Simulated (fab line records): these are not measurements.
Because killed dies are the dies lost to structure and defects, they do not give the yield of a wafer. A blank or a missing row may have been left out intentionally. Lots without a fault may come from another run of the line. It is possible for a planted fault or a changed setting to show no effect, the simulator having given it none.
Comparing a struck lot with a sound one -- flow rit cmos -- 15 steps out of a route of 202
Sound: the wafers L856.1, L856.3, L856.5. Struck: wafers L865.1, L865.2, L865.3. The cause is given at the end.
Each step with rows lists, per side, the tool, then ch with its chambers, then its first start. Under that, the readings that differ: sound wafers -- struck wafers -- difference of the means -- sigmas: that difference in standard deviations of wafers without a fault.
alike: readings whose means differ by less than 2 such deviations, and words and numbers that are the same on both sides. not compared: withheld readings, readings that some wafer has no value for, bounds like >300 that may hide the same value, and numbers for which the record gives no deviation and whose values overlap.
A row with sigmas, a row that says differs or no value, or rows on one side alone: a step with any of these is where the two part. When numbers do not overlap yet have no deviation, they are printed without sigmas and do not part them. Lack of a reading on every wafer of one side parts them only where that side has two or more wafers.

first, 5 steps without rows for these wafers: RIT_M1_COAT_04 (resist thk 1280 nm); RIT_M1_SOFTBAKE_05 (time 60 s); RIT_M1_EXPOSE_06 (exposes mask M12, target cd 2600 nm); RIT_M1_PEB_07; RIT_M1_DEVELOP_08 (develop time 68 s).
RIT_M1_CD_MEAS_09 targets a cd of 2600 nm.
  sound on cd sem-01 at day 3 17:23; struck on cd sem-01 at day 5 15:00
  alike: cd nm
RIT_M1_OVL_MEAS_10:
  sound on overlay-02 at day 3 17:30; struck on overlay-02 at day 5 15:07
  alike: M1_OVL
then, 1 step without rows for these wafers: RIT_M1_HARDBAKE_11 (time 120 s).
RIT_M1_METAL_ETCH_12: etches Al in Cl2/BCl3, stops on SiO2, time 165 s, target depth 600 nm.
  sound on rie metal-04 ch 0,1, day 3 17:47; struck on rie metal-04 ch 0,1, day 5 15:25
  alike: drypump motor current A, oes product au, rf fwd power W, throttle valve pct
  not compared: rf hours counter h
then, 1 step without rows for these wafers: RIT_M1_STRIP_13 (strips in nmp, time 600 s).
RIT_M1_STRIP_14: strips in O2, time 180 s.
  sound on plasma asher-02 ch 0,1, day 3 18:08; struck on plasma asher-04 ch 0,1, day 5 15:44
  alike: drypump motor current A, rf refl power W
  not compared: rf hours counter h
RIT_M1_CD_MEAS_90 targets a cd of 2600 nm.
  sound on cd sem-01 at day 3 18:19; struck on cd sem-02 at day 5 15:55
  alike: cd nm
RIT_M1_ANNEAL_15: time 1800 s.
  sound on furnace-02 ch 0, day 3 18:26; struck on furnace-02 ch 0, day 5 17:43
RIT_M1_BOW_MEAS_16:
  sound on film metro-02 at day 3 19:56; struck on film metro-02 at day 5 19:13
  alike: M1_BOW
RIT_M1_PROBE_99:
  sound on prober-02 at day 3 20:03; struck on prober-01 at day 5 19:20
reading,sound,struck,difference,sigmas
sort_bin_6_memory (%),1.9 1.5 1.5,0 0.4 0.4,-1,-2
  alike: defect limited yield, killed at contacts, killed at front end, killed dies, killed open, killed short, sort_bin_3_pad_short, sort_bin_5_function, sort n pass, sort yield pct

== WHERE THEY PART ==
Only at RIT_M1_PROBE_99, within this record.

WHY: what the simulator had put in
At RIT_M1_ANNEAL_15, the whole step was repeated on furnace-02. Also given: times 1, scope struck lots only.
